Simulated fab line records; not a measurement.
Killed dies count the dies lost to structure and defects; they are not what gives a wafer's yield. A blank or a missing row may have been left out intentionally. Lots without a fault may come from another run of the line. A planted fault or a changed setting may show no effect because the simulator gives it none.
What tool caused it? | flow berkeley-cmos170 | 24 lots, 72 wafers sampled, at 5 steps of a route of 331

WHAT THE GAUGES SHOWED, per wafer
UCB170_START_THK_MEAS_03. Usual: START_OXIDE_THK 20.1 nm, standard deviation 0.41.
lot  | measured    | on            | START_OXIDE_THK (nm) | flag
L074 | day 1 16:37 | film-metro-01 | 20.3 20.5 20.2       |
L075 | day 1 23:19 | film-metro-01 | 20.7 20.6 20.4       |
L076 | day 1 23:19 | film-metro-02 | 20.6 20.5 20.6       |
L077 | day 2 07:37 | film-metro-02 | 20.1 19.9 19.8       |
L078 | day 2 12:59 | film-metro-03 | 19.7 19.7 19.8       |
L079 | day 2 13:01 | film-metro-02 | 20.1 19.8 20.5       |
L080 | day 2 21:05 | film-metro-03 | 20.8 20.3 20.3       |
L081 | day 3 04:02 | film-metro-03 | 19.6 19.9 19.6       |
L082 | day 3 04:02 | film-metro-02 | 20.4 20.5 20.1       |
L083 | day 3 12:24 | film-metro-03 | 19.8 19.4 19.6       |
L084 | day 3 17:06 | film-metro-03 | 20.0 19.8 19.6       |
L085 | day 3 21:12 | film-metro-02 | 19.8 19.8 19.7       |
L086 | day 4 03:08 | film-metro-03 | 18.9 19.1 19.1       |
L088 | day 4 10:15 | film-metro-02 | 19.3 19.9 19.6       |
L087 | day 4 10:16 | film-metro-01 | 19.6 20.1 19.8       |
L089 | day 4 21:37 | film-metro-02 | 20.2 20.5 20.5       |
L090 | day 4 21:37 | film-metro-01 | 20.2 20.0 19.6       |
L091 | day 5 04:23 | film-metro-01 | 20.6 20.3 20.4       |
L092 | day 5 10:46 | film-metro-02 | 20.6 20.8 20.6       |
L094 | day 5 19:28 | film-metro-01 | 20.4 20.0 20.2       |
L093 | day 5 19:29 | film-metro-03 | 20.1 20.2 20.1       |
L095 | day 6 04:29 | film-metro-02 | 20.4 20.3 20.5       |
L096 | day 6 04:31 | film-metro-02 | 20.4 20.3 20.0       |
L097 | day 6 11:24 | film-metro-03 | 20.0 20.0 20.0       |

UCB170_CONTACT_CD_MEAS_15: target cd 700 nm. Usual: cd-nm 700.0 nm, standard deviation 1.6.
lot  | measured     | on        | cd-nm (nm)        | flag
L074 | day 8 10:12  | cd-sem-02 | 699.4 700.2 700.4 |
L075 | day 8 08:07  | cd-sem-02 | 698.7 698.8 698.0 |
L076 | day 8 10:02  | cd-sem-02 | 700.7 700.8 700.5 |
L077 | day 8 10:49  | cd-sem-02 | 701.3 700.3 699.7 |
L078 | day 10 03:05 | cd-sem-02 | 699.0 701.3 699.7 |
L079 | day 10 03:16 | cd-sem-01 | 696.8 697.9 697.5 |
L080 | day 10 01:34 | cd-sem-01 | 698.6 699.1 699.2 |
L081 | day 10 01:17 | cd-sem-01 | 698.9 698.3 698.8 |
L082 | day 10 09:17 | cd-sem-02 | 699.0 699.8 699.4 |
L083 | day 10 09:33 | cd-sem-01 | 701.6 701.1 700.4 |
L084 | day 10 17:06 | cd-sem-02 | 700.6 700.3 699.5 |
L085 | day 10 16:59 | cd-sem-01 | 697.3 695.8 697.2 |
L086 | day 11 16:46 | cd-sem-01 | 700.4 699.2 699.3 |
L088 | day 11 16:00 | cd-sem-02 | 698.8 700.8 699.4 |
L087 | day 11 14:38 | cd-sem-01 | 700.8 700.4 699.9 |
L089 | day 12 01:22 | cd-sem-01 | 702.8 703.7 702.6 |
L090 | day 12 03:20 | cd-sem-02 | 698.6 698.9 698.7 |
L091 | day 12 10:06 | cd-sem-02 | 700.0 700.8 700.7 |
L092 | day 12 12:59 | cd-sem-02 | 700.9 699.2 700.9 |
L094 | day 13 01:12 | cd-sem-02 | 700.8 702.3 700.5 |
L093 | day 12 21:08 | cd-sem-01 | 700.4 700.5 700.2 |
L095 | day 13 00:05 | cd-sem-01 | 704.6 704.2 703.2 |
L096 | day 13 02:07 | cd-sem-02 | 700.5 702.5 701.0 |
L097 | day 13 01:26 | cd-sem-01 | 698.9 699.1 698.2 |

UCB170_V1_CD_MEAS_12: target cd 700 nm. Usual: cd-nm 699.9 nm, standard deviation 1.5.
lot  | measured     | on        | cd-nm (nm)        | flag
L074 | day 8 17:11  | cd-sem-02 | 699.9 699.4 697.5 |
L075 | day 8 14:17  | cd-sem-02 | 698.9 698.8 698.4 |
L076 | day 8 15:43  | cd-sem-01 | 700.9 702.2 701.0 |
L077 | day 8 17:31  | cd-sem-01 | 701.9 703.7 700.2 |
L078 | day 10 22:46 | cd-sem-02 | 700.5 701.7 700.2 |
L079 | day 10 23:16 | cd-sem-02 | 698.5 699.1 699.2 |
L080 | day 10 22:02 | cd-sem-01 | 697.6 697.9 698.2 |
L081 | day 10 22:31 | cd-sem-01 | 699.3 700.9 701.2 |
L082 | day 10 23:02 | cd-sem-02 | 699.1 698.9 699.7 |
L083 | day 10 23:57 | cd-sem-01 | 699.7 700.9 700.6 |
L084 | day 11 03:51 | cd-sem-01 | 699.9 698.8 701.0 |
L085 | day 10 23:58 | cd-sem-02 | 696.4 696.6 698.1 |
L086 | day 12 00:20 | cd-sem-02 | 700.4 701.2 700.6 |
L088 | day 12 01:02 | cd-sem-01 | 698.7 697.2 698.1 |
L087 | day 11 22:07 | cd-sem-01 | 700.4 700.0 698.7 |
L089 | day 12 09:49 | cd-sem-01 | 702.0 701.2 701.5 |
L090 | day 12 14:35 | cd-sem-02 | 701.6 700.8 700.1 |
L091 | day 12 17:51 | cd-sem-01 | 696.3 698.7 697.0 |
L092 | day 12 19:19 | cd-sem-01 | 698.9 699.2 699.3 |
L094 | day 13 08:20 | cd-sem-01 | 700.3 700.4 701.5 |
L093 | day 13 03:11 | cd-sem-01 | 701.6 701.3 701.7 |
L095 | day 13 06:02 | cd-sem-01 | 700.6 700.9 701.8 |
L096 | day 13 10:01 | cd-sem-02 | 700.5 698.3 698.7 |
L097 | day 13 09:44 | cd-sem-01 | 702.2 699.5 701.1 |

UCB170_V1_CD_MEAS_90: target cd 700 nm. Usual: cd-nm 699.6 nm, standard deviation 1.5.
lot  | measured     | on        | cd-nm (nm)        | flag
L074 | day 8 17:38  | cd-sem-02 | 699.0 699.0 696.2 |
L075 | day 8 14:43  | cd-sem-02 | 699.5 698.7 698.3 |
L076 | day 8 16:08  | cd-sem-02 | 701.7 702.1 700.3 |
L077 | day 8 17:57  | cd-sem-02 | 700.9 703.8 700.5 |
L078 | day 10 23:12 | cd-sem-01 | 700.1 701.4 700.7 |
L079 | day 10 23:42 | cd-sem-02 | 696.9 697.5 698.6 |
L080 | day 10 22:28 | cd-sem-02 | 697.5 698.6 697.6 |
L081 | day 10 22:57 | cd-sem-01 | 700.2 699.9 701.0 |
L082 | day 10 23:28 | cd-sem-01 | 698.3 698.8 699.2 |
L083 | day 11 00:23 | cd-sem-02 | 699.0 700.9 700.3 |
L084 | day 11 04:17 | cd-sem-02 | 699.8 699.4 700.9 |
L085 | day 11 00:24 | cd-sem-01 | 696.4 696.5 696.8 |
L086 | day 12 00:48 | cd-sem-01 | 700.6 699.7 700.6 |
L088 | day 12 01:29 | cd-sem-02 | 698.7 696.8 698.1 |
L087 | day 11 22:35 | cd-sem-02 | 700.0 700.5 698.0 |
L089 | day 12 10:15 | cd-sem-01 | 700.4 699.8 700.3 |
L090 | day 12 15:04 | cd-sem-02 | 701.0 700.1 699.2 |
L091 | day 12 18:17 | cd-sem-02 | 696.8 698.7 698.2 |
L092 | day 12 19:44 | cd-sem-01 | 699.5 699.5 698.6 |
L094 | day 13 08:46 | cd-sem-02 | 700.2 700.6 701.9 |
L093 | day 13 03:38 | cd-sem-02 | 701.3 700.6 700.3 |
L095 | day 13 06:28 | cd-sem-01 | 700.5 699.8 699.6 |
L096 | day 13 10:26 | cd-sem-02 | 699.4 698.7 698.1 |
L097 | day 13 10:10 | cd-sem-01 | 702.8 698.8 700.7 |

EACH LOT AND THE TOOL THAT RAN IT (in order: tool; ch and the chambers of the sampled wafers; start)
lot  | UCB170_NLDD_STRIP_10
L074 | plasma-asher-03 ch 0,1, day 7 15:51
L075 | plasma-asher-02 ch 0,1, day 7 14:54
L076 | plasma-asher-03 ch 0,1, day 7 16:19
L077 | plasma-asher-03 ch 0,1, day 7 16:02
L078 | plasma-asher-03 ch 0,1, day 9 08:31
L079 | plasma-asher-03 ch 0,1, day 9 07:57
L080 | plasma-asher-02 ch 0,1, day 9 08:10
L081 | plasma-asher-04 ch 0,1, day 9 08:24
L082 | plasma-asher-04 ch 0, day 9 17:37
L083 | plasma-asher-02 ch 0,1, day 9 17:49
L084 | plasma-asher-02 ch 0,1, day 10 00:31
L085 | plasma-asher-02 ch 0,1, day 10 00:14
L086 | plasma-asher-02 ch 0,1, day 10 15:13
L088 | plasma-asher-04 ch 0,1, day 10 14:44
L087 | plasma-asher-03 ch 0,1, day 10 14:50
L089 | plasma-asher-03 ch 0,1, day 11 08:23
L090 | plasma-asher-02 ch 1, day 11 08:06
L091 | plasma-asher-04 ch 0,1, day 11 15:21
L092 | plasma-asher-03 ch 0,1, day 11 17:28
L094 | plasma-asher-03 ch 0,1, day 12 03:57
L093 | plasma-asher-03 ch 0,1, day 12 02:22
L095 | plasma-asher-02 ch 0,1, day 12 04:05
L096 | plasma-asher-02 ch 0,1, day 12 03:30
L097 | plasma-asher-02 ch 0,1, day 12 04:46
- UCB170_NLDD_STRIP_10: strips in O2.

AS READ BY THE TOOLS THEMSELVES (means over the sampled wafers that have a number; for cases with no such wafer, the mark the record gives instead)
UCB170_NLDD_STRIP_10. Usual: drypump-motor-current-A 5.68 A, standard deviation 0.28; oes-product-au 0.734 a.u., standard deviation 0.0046; strip-time-to-endpoint-s 21.64 s, standard deviation 0.074.
lot  | tool            | drypump-motor-current-A (A) | oes-product-au (a.u.) | strip-time-to-endpoint-s (s) | flag
L074 | plasma-asher-03 | 5.89                        | 0.737                 | 21.64                        |
L075 | plasma-asher-02 | 5.59                        | 0.735                 | 21.61                        |
L076 | plasma-asher-03 | 5.91                        | 0.732                 | 21.66                        |
L077 | plasma-asher-03 | 5.91                        | 0.734                 | 21.61                        |
L078 | plasma-asher-03 | 5.89                        | 0.735                 | 21.47                        |
L079 | plasma-asher-03 | 5.89                        | 0.733                 | 21.60                        |
L080 | plasma-asher-02 | 5.58                        | 0.730                 | 21.78                        |
L081 | plasma-asher-04 | 5.46                        | 0.735                 | 21.60                        |
L082 | plasma-asher-04 | 5.68                        | 0.734                 | 21.67                        |
L083 | plasma-asher-02 | 5.73                        | 0.734                 | 21.75                        |
L084 | plasma-asher-02 | 5.60                        | 0.737                 | 21.69                        |
L085 | plasma-asher-02 | 5.75                        | 0.735                 | 21.62                        |
L086 | plasma-asher-02 | 5.60                        | 0.735                 | 21.56                        |
L088 | plasma-asher-04 | 5.28                        | 0.733                 | 21.59                        |
L087 | plasma-asher-03 | 5.79                        | 0.735                 | 21.63                        |
L089 | plasma-asher-03 | 5.72                        | 0.725                 | 21.58                        |
L090 | plasma-asher-02 | 5.88                        | 0.732                 | 21.67                        |
L091 | plasma-asher-04 | 5.45                        | 0.736                 | 21.72                        |
L092 | plasma-asher-03 | 5.75                        | 0.728                 | 21.59                        |
L094 | plasma-asher-03 | 5.73                        | 0.734                 | 21.68                        |
L093 | plasma-asher-03 | 5.92                        | 0.736                 | 21.63                        |
L095 | plasma-asher-02 | 5.75                        | 0.734                 | 21.67                        |
L096 | plasma-asher-02 | 5.61                        | 0.736                 | 21.73                        |
L097 | plasma-asher-02 | 5.61                        | 0.738                 | 21.62                        |

THE ANSWER, worked out from the rows above alone
Rule: lot off if the mean of its wafers having a number is beyond 3 standard deviations from the usual mean. A lot without any number at a reading at which 4 lots or more have one is off too. All remaining lots with rows at the step are treated as sound. Order of review: gauges by route order, followed by the tools' own readings, for which a lot's mean as printed above is used. The first step at which some lot is off is used, and at that step the reading that is off furthest; a lot without a number counts as furthest.
None of the lots is off at any reading shown; this tells nothing.

WHAT THE SIMULATOR HAD PUT IN
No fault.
